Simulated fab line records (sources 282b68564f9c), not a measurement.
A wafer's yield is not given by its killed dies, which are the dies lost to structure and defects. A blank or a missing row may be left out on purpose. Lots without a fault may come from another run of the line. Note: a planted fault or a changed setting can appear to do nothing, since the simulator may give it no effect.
fab line records ; flow rit-cmos
record: lots: 13; wafers: 39; last-day: 7
route steps=202 shown PRETRO@73 NLDD@111 CONTACT@181 M1@199
lots that met no fault: from a run of the same line without faults
start-h: hours from the record's opening day to when the first of the lot's shown wafers began ; wait-h: hours elapsed since this lot's preceding step ; " repeats the value in the row above ; L1.1+2: one row covering several wafers at once ; - either no value or no given start ; * or withheld: withheld ; < > ~ a bound
route shown NAME@n: NAME is a module with steps in the file, n the number in the route of the first one ; usual: mean/standard deviation of fault-free wafers ; same: alike in all rows ; chamber/n: place in a boat ; sites: readings site by site ; _std_site: standard deviation of those values ; _edge_site: the outer-site mean with the inner-site mean subtracted ; radius-mm: how far each site lies from the wafer's centre ; mask NAME#n: copy n ; behind: the last tool/chamber to shape the wafer ; hold: why the lot went on hold/how many hours it stayed there/how the hold came to an end ; device: the transistor (n, p or np) that didn't switch ; end of line: at the end of the route, the tests of the same wafers ; where a step has no rows: the recipe by itself ; killed: at the first sort, the dies lost to defects and structure; wafer yield is something else ; map: dies across one wafer; x = killed, . = not, _ = none there
set.NAME: the run value of the setting; set.NAME@STEP: its run value at that earlier step ; model.NAME: the simulator's own value behind a step, which no gauge read
the route's steps for a sample of lots (tables are steps, rows are wafers)
services: a tool's chamber out of use, with start hour (start-h, from the record's first day; less than 0 if before it), hours out, and reason
== steps ==
step: RIT_PRETRO_STRIP_09
recipe: chemistry: O2; time-s: 180; resist: NOVOLAK; platen-temp-c: withheld; power-w: 500; pressure-mtorr: 4000; o2-flow-sccm: 4000
usual: drypump-motor-current-A: 5.8/0.36; rf-refl-power-W: 6.5/0.96
lot.wafer;tool;chamber;start-h;wait-h;drypump-motor-current-A;rf-hours-counter-h;rf-refl-power-W
L828.1;plasma-asher-03;1;32.61;0.1;5.6;29;6.9
L828.4;plasma-asher-03;0;32.61;0.1;5.7;-;5.4
L828.5;plasma-asher-03;1;32.61;0.1;5.6;-;7.0
L829.2;plasma-asher-02;0;38.95;0.1;6.5;44;6.5
L829.3;plasma-asher-02;0;38.95;0.1;6.6;-;6.2
L829.6;plasma-asher-02;1;38.95;0.1;5.8;-;8.0
L830.1;plasma-asher-04;1;43.10;0.1;5.4;23;7.2
L830.2;plasma-asher-04;0;43.10;0.1;5.7;23;4.9
L830.3;plasma-asher-04;0;43.10;0.1;5.6;-;5.0
L831.2;plasma-asher-02;1;46.90;0.1;5.8;44;7.7
L831.5;plasma-asher-02;1;46.90;0.1;5.8;-;7.7
L831.6;plasma-asher-02;0;46.90;0.1;6.5;-;6.2
L832.1;plasma-asher-02;1;50.91;0.1;5.8;45;8.0
L832.2;plasma-asher-02;0;50.91;0.1;6.6;45;6.6
L832.5;plasma-asher-02;0;50.91;0.1;6.5;-;6.4
L833.3;plasma-asher-03;0;56.46;0.1;5.7;-;5.8
L833.5;plasma-asher-03;1;56.46;0.1;5.6;-;6.9
L833.6;plasma-asher-03;0;56.46;0.1;5.7;-;5.6
L834.2;plasma-asher-02;1;64.32;0.1;5.8;47;7.3
L834.3;plasma-asher-02;0;64.32;0.1;6.6;-;6.6
L834.5;plasma-asher-02;1;64.32;0.1;5.8;-;7.9
L843.1;plasma-asher-04;0;109.24;0.1;5.6;28;4.9
L843.3;plasma-asher-04;0;109.24;0.1;5.6;-;4.8
L843.6;plasma-asher-04;0;109.24;0.1;5.6;-;4.9
L846.3;plasma-asher-04;0;122.34;0.1;5.6;-;5.0
L846.4;plasma-asher-04;1;122.34;0.1;5.4;-;7.1
L846.5;plasma-asher-04;1;122.34;0.1;5.4;-;7.0
L847.1;plasma-asher-02;0;127.26;0.1;6.6;1;6.2
L847.3;plasma-asher-02;0;127.26;0.1;6.5;-;6.5
L847.6;plasma-asher-02;1;127.26;0.1;5.8;-;7.6
L848.1;plasma-asher-04;0;133.76;0.1;5.6;31;5.0
L848.2;plasma-asher-04;1;133.76;0.1;5.4;31;7.2
L848.6;plasma-asher-04;0;133.76;0.1;5.6;-;5.0
L849.1;plasma-asher-03;0;137.48;0.1;5.7;40;5.6
L849.3;plasma-asher-03;1;137.48;0.1;5.6;-;7.3
L849.5;plasma-asher-03;0;137.48;0.1;5.7;-;5.7
L850.1;plasma-asher-02;1;142.08;0.1;5.8;3;8.0
L850.4;plasma-asher-02;1;142.08;0.1;5.8;-;7.5
L850.5;plasma-asher-02;1;142.08;0.1;5.8;-;7.7
step: RIT_NLDD_IMPLANT_08
recipe: species: P; energy-kev: 20; dose-cm2: 5e+14; tilt-deg: 7
usual: dose-ions-cm2: 5e+14/5.1e+11; faraday-current-uA: 1576/32
lot.wafer;tool;chamber;start-h;wait-h;dose-ions-cm2;faraday-current-uA
L828.1;implanter-01;0;42.39;0.1;5.005e+14;1571
L828.4;implanter-01;0;42.39;0.1;5.01e+14;1592
L828.5;implanter-01;0;42.39;0.1;5.009e+14;1580
L829.2;implanter-04;0;49.00;0.1;5.005e+14;1551
L829.3;implanter-04;0;49.00;0.1;5.002e+14;1546
L829.6;implanter-04;0;49.00;0.1;5.007e+14;1607
L830.1;implanter-02;0;53.27;0.1;4.997e+14;1586
L830.2;implanter-02;0;53.27;0.1;4.996e+14;1614
L830.3;implanter-02;0;53.27;0.1;4.994e+14;1572
L831.2;implanter-04;0;60.72;0.1;5e+14;1576
L831.5;implanter-04;0;60.72;0.1;5e+14;1553
L831.6;implanter-04;0;60.72;0.1;4.99e+14;1632
L832.1;implanter-02;0;63.02;0.1;4.999e+14;1548
L832.2;implanter-02;0;63.02;0.1;5e+14;1613
L832.5;implanter-02;0;63.02;0.1;4.998e+14;1604
L833.3;implanter-04;0;66.09;0.1;4.994e+14;1606
L833.5;implanter-04;0;66.09;0.1;4.996e+14;1528
L833.6;implanter-04;0;66.09;0.1;5.004e+14;1640
L834.2;implanter-04;0;74.81;0.1;4.996e+14;1601
L834.3;implanter-04;0;74.81;0.1;4.987e+14;1578
L834.5;implanter-04;0;74.81;0.1;4.994e+14;1620
L843.1;implanter-01;0;118.63;0.1;6.502e+14;2053
L843.3;implanter-01;0;118.63;0.1;6.501e+14;2087
L843.6;implanter-01;0;118.63;0.1;6.504e+14;2005
L846.3;implanter-01;0;134.26;0.1;6.502e+14;2008
L846.4;implanter-01;0;134.26;0.1;6.499e+14;1997
L846.5;implanter-01;0;134.26;0.1;6.501e+14;2013
L847.1;implanter-04;0;141.56;0.1;5.004e+14;1535
L847.3;implanter-04;0;141.56;0.1;5.001e+14;1573
L847.6;implanter-04;0;141.56;0.1;5.012e+14;1582
L848.1;implanter-04;0;143.27;0.1;5.001e+14;1591
L848.2;implanter-04;0;143.27;0.1;4.999e+14;1559
L848.6;implanter-04;0;143.27;0.1;5.005e+14;1532
L849.1;implanter-02;0;147.08;0.1;5.013e+14;1564
L849.3;implanter-02;0;147.08;0.1;4.999e+14;1543
L849.5;implanter-02;0;147.08;0.1;5.004e+14;1586
L850.1;implanter-04;0;152.19;0.1;5.007e+14;1602
L850.4;implanter-04;0;152.19;0.1;5.003e+14;1595
L850.5;implanter-04;0;152.19;0.1;4.997e+14;1544
step: RIT_NLDD_TW_MEAS_10
usual: NLDD_TW: 2478/23
lot.wafer;tool;chamber;start-h;wait-h;NLDD_TW
L828.1;film-metro-01;-;42.72;0.1;2510
L828.4;film-metro-01;-;42.72;0.1;2493
L828.5;film-metro-01;-;42.72;0.1;2497
L829.2;film-metro-03;-;49.31;0.1;2470
L829.3;film-metro-03;-;49.31;0.1;2447
L829.6;film-metro-03;-;49.31;0.1;2453
L830.1;film-metro-01;-;53.60;0.1;2487
L830.2;film-metro-01;-;53.60;0.1;2486
L830.3;film-metro-01;-;53.60;0.1;2479
L831.2;film-metro-03;-;61.03;0.1;2465
L831.5;film-metro-03;-;61.03;0.1;2452
L831.6;film-metro-03;-;61.03;0.1;2462
L832.1;film-metro-01;-;63.35;0.1;2493
L832.2;film-metro-01;-;63.35;0.1;2500
L832.5;film-metro-01;-;63.35;0.1;2492
L833.3;film-metro-04;-;66.39;0.1;2489
L833.5;film-metro-04;-;66.39;0.1;2479
L833.6;film-metro-04;-;66.39;0.1;2468
L834.2;film-metro-01;-;75.12;0.1;2486
L834.3;film-metro-01;-;75.12;0.1;2485
L834.5;film-metro-01;-;75.12;0.1;2495
L843.1;film-metro-01;-;118.95;0.1;2685
L843.3;film-metro-01;-;118.95;0.1;2674
L843.6;film-metro-01;-;118.95;0.1;2668
L846.3;film-metro-03;-;134.55;0.1;2633
L846.4;film-metro-03;-;134.55;0.1;2628
L846.5;film-metro-03;-;134.55;0.1;2622
L847.1;film-metro-01;-;141.89;0.1;2515
L847.3;film-metro-01;-;141.89;0.1;2520
L847.6;film-metro-01;-;141.89;0.1;2523
L848.1;film-metro-04;-;143.68;0.2;2489
L848.2;film-metro-04;-;143.68;0.2;2483
L848.6;film-metro-04;-;143.68;0.2;2467
L849.1;film-metro-03;-;147.40;0.1;2447
L849.3;film-metro-03;-;147.40;0.1;2458
L849.5;film-metro-03;-;147.40;0.1;2461
L850.1;film-metro-03;-;152.52;0.1;2456
L850.4;film-metro-03;-;152.52;0.1;2455
L850.5;film-metro-03;-;152.52;0.1;2462
step: RIT_SDANNEAL_RS_MEAS_07
recipe: thk-meas-gauge: four-point-probe
usual: NLDD_RS: 151.7/0.59
lot.wafer;tool;chamber;start-h;wait-h;NLDD_RS[ohm/sq]
L828.1;film-metro-04;-;50.56;0.1;151.3
L828.4;film-metro-04;-;50.56;0.1;151.9
L828.5;film-metro-04;-;50.56;0.1;151.9
L829.2;film-metro-03;-;57.08;0.1;152.0
L829.3;film-metro-03;-;57.08;0.1;152.1
L829.6;film-metro-03;-;57.08;0.1;152.0
L830.1;film-metro-04;-;61.75;0.1;151.5
L830.2;film-metro-04;-;61.75;0.1;151.7
L830.3;film-metro-04;-;61.75;0.1;151.7
L831.2;film-metro-01;-;69.24;0.1;150.9
L831.5;film-metro-01;-;69.24;0.1;151.3
L831.6;film-metro-01;-;69.24;0.1;151.4
L832.1;film-metro-01;-;71.22;0.1;150.6
L832.2;film-metro-01;-;71.22;0.1;150.6
L832.5;film-metro-01;-;71.22;0.1;150.8
L833.3;film-metro-03;-;74.44;0.1;151.0
L833.5;film-metro-03;-;74.44;0.1;151.3
L833.6;film-metro-03;-;74.44;0.1;150.7
L834.2;film-metro-01;-;83.50;0.1;150.8
L834.3;film-metro-01;-;83.50;0.1;151.6
L834.5;film-metro-01;-;83.50;0.1;151.1
L843.1;film-metro-04;-;127.15;0.1;122.7
L843.3;film-metro-04;-;127.15;0.1;122.3
L843.6;film-metro-04;-;127.15;0.1;122.5
L846.3;film-metro-03;-;143.60;0.1;122.9
L846.4;film-metro-03;-;143.60;0.1;122.7
L846.5;film-metro-03;-;143.60;0.1;122.9
L847.1;film-metro-01;-;149.98;0.1;151.8
L847.3;film-metro-01;-;149.98;0.1;151.8
L847.6;film-metro-01;-;149.98;0.1;151.6
L848.1;film-metro-03;-;152.02;0.1;151.2
L848.2;film-metro-03;-;152.02;0.1;151.7
L848.6;film-metro-03;-;152.02;0.1;151.2
L849.1;film-metro-03;-;155.42;0.1;151.8
L849.3;film-metro-03;-;155.42;0.1;151.2
L849.5;film-metro-03;-;155.42;0.1;151.2
L850.1;film-metro-01;-;160.52;0.1;151.1
L850.4;film-metro-01;-;160.52;0.1;151.9
L850.5;film-metro-01;-;160.52;0.1;152.0
step: RIT_CONTACT_CD_MEAS_90
recipe: target-cd-nm: 1000
usual: cd-nm: 1000.5/2.6
lot.wafer;tool;chamber;start-h;wait-h;cd-nm
L828.1;cd-sem-02;-;52.95;0.1;1000.8
L828.4;cd-sem-02;-;52.95;0.1;1001.3
L828.5;cd-sem-02;-;52.95;0.1;1003.2
L829.2;cd-sem-02;-;59.60;0.1;999.3
L829.3;cd-sem-02;-;59.60;0.1;998.0
L829.6;cd-sem-02;-;59.60;0.1;1000.4
L830.1;cd-sem-01;-;64.38;0.1;1002.2
L830.2;cd-sem-01;-;64.38;0.1;1001.6
L830.3;cd-sem-01;-;64.38;0.1;999.6
L831.2;cd-sem-01;-;71.76;0.1;998.9
L831.5;cd-sem-01;-;71.76;0.1;997.8
L831.6;cd-sem-01;-;71.76;0.1;1000.3
L832.1;cd-sem-01;-;73.69;0.1;1001.4
L832.2;cd-sem-01;-;73.69;0.1;1000.0
L832.5;cd-sem-01;-;73.69;0.1;1003.3
L833.3;cd-sem-01;-;77.19;0.2;998.8
L833.5;cd-sem-01;-;77.19;0.2;998.6
L833.6;cd-sem-01;-;77.19;0.2;998.6
L834.2;cd-sem-01;-;86.02;0.1;1002.0
L834.3;cd-sem-01;-;86.02;0.1;1000.2
L834.5;cd-sem-01;-;86.02;0.1;1000.8
L843.1;cd-sem-02;-;129.69;0.1;1006.3
L843.3;cd-sem-02;-;129.69;0.1;1004.3
L843.6;cd-sem-02;-;129.69;0.1;1005.7
L846.3;cd-sem-01;-;146.14;0.1;1003.9
L846.4;cd-sem-01;-;146.14;0.1;1006.1
L846.5;cd-sem-01;-;146.14;0.1;1003.2
L847.1;cd-sem-02;-;152.47;0.1;998.6
L847.3;cd-sem-02;-;152.47;0.1;995.1
L847.6;cd-sem-02;-;152.47;0.1;996.3
L848.1;cd-sem-02;-;154.41;0.1;1002.6
L848.2;cd-sem-02;-;154.41;0.1;1002.5
L848.6;cd-sem-02;-;154.41;0.1;1002.2
L849.1;cd-sem-02;-;157.96;0.1;999.7
L849.3;cd-sem-02;-;157.96;0.1;997.5
L849.5;cd-sem-02;-;157.96;0.1;1000.2
L850.1;cd-sem-02;-;162.91;0.1;1000.3
L850.4;cd-sem-02;-;162.91;0.1;1002.3
L850.5;cd-sem-02;-;162.91;0.1;999.8
step: RIT_M1_CD_MEAS_90
recipe: target-cd-nm: 2600
usual: cd-nm: 2600/3.4
lot.wafer;tool;chamber;start-h;wait-h;cd-nm
L828.1;cd-sem-02;-;55.82;0.1;2604
L828.4;cd-sem-02;-;55.82;0.1;2601
L828.5;cd-sem-02;-;55.82;0.1;2600
L829.2;cd-sem-01;-;62.50;0.1;2593
L829.3;cd-sem-01;-;62.50;0.1;2594
L829.6;cd-sem-01;-;62.50;0.1;2601
L830.1;cd-sem-02;-;67.30;0.1;2600
L830.2;cd-sem-02;-;67.30;0.1;2598
L830.3;cd-sem-02;-;67.30;0.1;2600
L831.2;cd-sem-01;-;74.51;0.1;2600
L831.5;cd-sem-01;-;74.51;0.1;2604
L831.6;cd-sem-01;-;74.51;0.1;2597
L832.1;cd-sem-01;-;77.03;0.2;2602
L832.2;cd-sem-01;-;77.03;0.2;2599
L832.5;cd-sem-01;-;77.03;0.2;2598
L833.3;cd-sem-01;-;80.25;0.1;2601
L833.5;cd-sem-01;-;80.25;0.1;2598
L833.6;cd-sem-01;-;80.25;0.1;2599
L834.2;cd-sem-02;-;88.82;0.1;2603
L834.3;cd-sem-02;-;88.82;0.1;2602
L834.5;cd-sem-02;-;88.82;0.1;2601
L843.1;cd-sem-01;-;132.45;0.1;2597
L843.3;cd-sem-01;-;132.45;0.1;2600
L843.6;cd-sem-01;-;132.45;0.1;2596
L846.3;cd-sem-01;-;148.98;0.1;2602
L846.4;cd-sem-01;-;148.98;0.1;2594
L846.5;cd-sem-01;-;148.98;0.1;2598
L847.1;cd-sem-02;-;155.48;0.1;2598
L847.3;cd-sem-02;-;155.48;0.1;2600
L847.6;cd-sem-02;-;155.48;0.1;2597
L848.1;cd-sem-01;-;157.29;0.1;2607
L848.2;cd-sem-01;-;157.29;0.1;2604
L848.6;cd-sem-01;-;157.29;0.1;2600
L849.1;cd-sem-02;-;160.84;0.1;2595
L849.3;cd-sem-02;-;160.84;0.1;2589
L849.5;cd-sem-02;-;160.84;0.1;2597
L850.1;cd-sem-02;-;165.67;0.1;2599
L850.4;cd-sem-02;-;165.67;0.1;2601
L850.5;cd-sem-02;-;165.67;0.1;2602
step: RIT_M1_PROBE_99
usual: killed-at-contacts: 0.1/0.29; killed-at-front-end: 7/3; killed-dies: 7/3; killed-open: 3.2/2; killed-short: 3.5/2.1
same: gross-dies: 264; killed_at_M0_to_M3: 0; killed_at_M4_up: 0; killed-at-back-side: 0; killed-at-other: 0
lot.wafer;tool;chamber;start-h;wait-h;killed-at-contacts;killed-at-front-end;killed-dies;killed-open;killed-short
L847.1;prober-01;-;158.67;0.1;0;3;3;2;1
L847.3;prober-01;-;158.77;0.2;0;11;11;3;8
L847.6;prober-01;-;158.92;0.2;0;6;6;2;4
killed by level:class
L847.1 SPACER:geometric-particle:open=1 SILICIDE:geometric-particle:open=1 SILICIDE:geometric-particle:short=1
L847.3 FOX1:geometric-particle:short=3 GATE:geometric-particle:short=3 GATE:geometric-particle:open=2 FOX2:geometric-particle:short=1 SPACER:geometric-particle:short=1 SILICIDE:geometric-particle:open=1
L847.6 GATE:geometric-particle:short=2 FOX1:geometric-particle:open=1 FOX1:geometric-particle:short=1 GATE:geometric-particle:open=1 REOX:geometric-particle:short=1
== services ==
tool;chamber;start-h;hours;kind
implanter-02;-;23.10;1.3;repair
plasma-asher-04;-;28.62;1.2;repair
plasma-asher-04;-;53.58;5.2;repair
plasma-asher-03;-;56.99;10.5;repair
implanter-01;-;67.17;1.5;repair
plasma-asher-04;-;67.21;15.6;pm
implanter-01;-;70.49;13.5;repair
plasma-asher-04;-;96.40;2.3;repair
implanter-04;-;103.32;1.2;repair
plasma-asher-02;-;108.75;9.0;pm
plasma-asher-02;0;108.75;9.0;vent-cycle
plasma-asher-02;1;108.75;9.0;vent-cycle
plasma-asher-02;0;117.75;-;clean
plasma-asher-02;1;117.75;-;clean
== key ==
first-sign: step: RIT_NLDD_IMPLANT_08; reading: dose-ions-cm2; direction: up; sigmas: 99+; usual: 5e+14; struck: 6.502e+14
effect: step: RIT_NLDD_IMPLANT_08; reading: faraday-current-uA; direction: up; sigmas: 14; usual: 1576; struck: 2027
effect: step: RIT_NLDD_TW_MEAS_10; reading: NLDD_TW; direction: up; sigmas: 7.4; usual: 2478; struck: 2652
effect: step: RIT_SDANNEAL_RS_MEAS_07; reading: NLDD_RS; direction: down; sigmas: 49; usual: 151.7; struck: 122.7
met-at RIT_NLDD_IMPLANT_08
struck-lots L843,L846
tester-left-out L843,L846
not-acting-at RIT_PRETRO_STRIP_09,RIT_CONTACT_CD_MEAS_90,RIT_M1_CD_MEAS_90
onset-between 42.39 118.63
fault: kind: process-parameter-drift; tool: implanter-01; chamber: -; onset-h: 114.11; steps: RIT_NLDD_IMPLANT_08; channel: dose-cm2; offset: 1.5e+14; shape: step; end-h: 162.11; acts-in: these-recipes-only; stated: 5e+14
tester-left-out: of these lots the tester's yield and bins aren't shown, on N5 and GAA mostly nor the transistor test; their killed dies are dies lost to structure and defects alone, not to doping, threshold or leakage, so they don't give the yield
